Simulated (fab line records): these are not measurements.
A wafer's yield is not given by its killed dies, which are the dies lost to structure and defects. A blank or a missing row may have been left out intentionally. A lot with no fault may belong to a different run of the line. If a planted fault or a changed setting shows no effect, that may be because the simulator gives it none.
Chamber matching | flow berkeley_cmos170 | 4 sister chambers for UCB170_V1_CMP_02 on cmp-02
The step polishes SiO2. 8 wafers are shown with their chamber, then 7 later ones without.

== EACH WAFER AND ITS CHAMBER ==
wafer  | chamber | motor_current_A (A)
L379.1 | 2       | 16.0
L382.4 | 1       | 15.9
L382.5 | 2       | 15.7
L382.6 | 3       | 16.4
L383.4 | 1       | 15.4
L383.5 | 0       | 19.0
L386.2 | 3       | 16.9
L386.4 | 0       | 19.3

== WAFERS MISSING THEIR CHAMBER ==
wafer  | motor_current_A (A)
L386.5 | 17.9
L390.1 | 18.8
L390.2 | 15.8
L390.4 | 16.4
L401.2 | 18.5
L401.4 | 16.1
L401.5 | 18.8

== CHAMBER TAKEN BY EACH ==
wafer  | from the rows above          | in truth
L386.5 | can't be placed: 0 or 3      | 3
L390.1 | 0                            | 0
L390.2 | can't be placed: 2 or 1      | 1
L390.4 | can't be placed: 3 or 2 or 1 | 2
L401.2 | 0                            | 0
L401.4 | can't be placed: 2 or 1 or 3 | 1
L401.5 | 0                            | 0
Placed correctly: 3 of 7. Can't be placed from these rows: 4 (the true chamber is among the candidates in 4). Placed wrongly: 0.
How it was worked out, from the rows above alone: a wafer's distance from a chamber is the root of the sum, over the readings, of the square of ((its reading less the chamber's mean) divided by the reading's scatter). If the next closest chamber is less than 2 further off than the closest, the wafer can't be placed; otherwise it belongs to the closest. The mean given for a chamber averages the wafers shown for that chamber. The scatter: take each reading less its chamber's mean, square it, sum over the shown wafers, divide by the number of wafers less the number of chambers, and take the root.
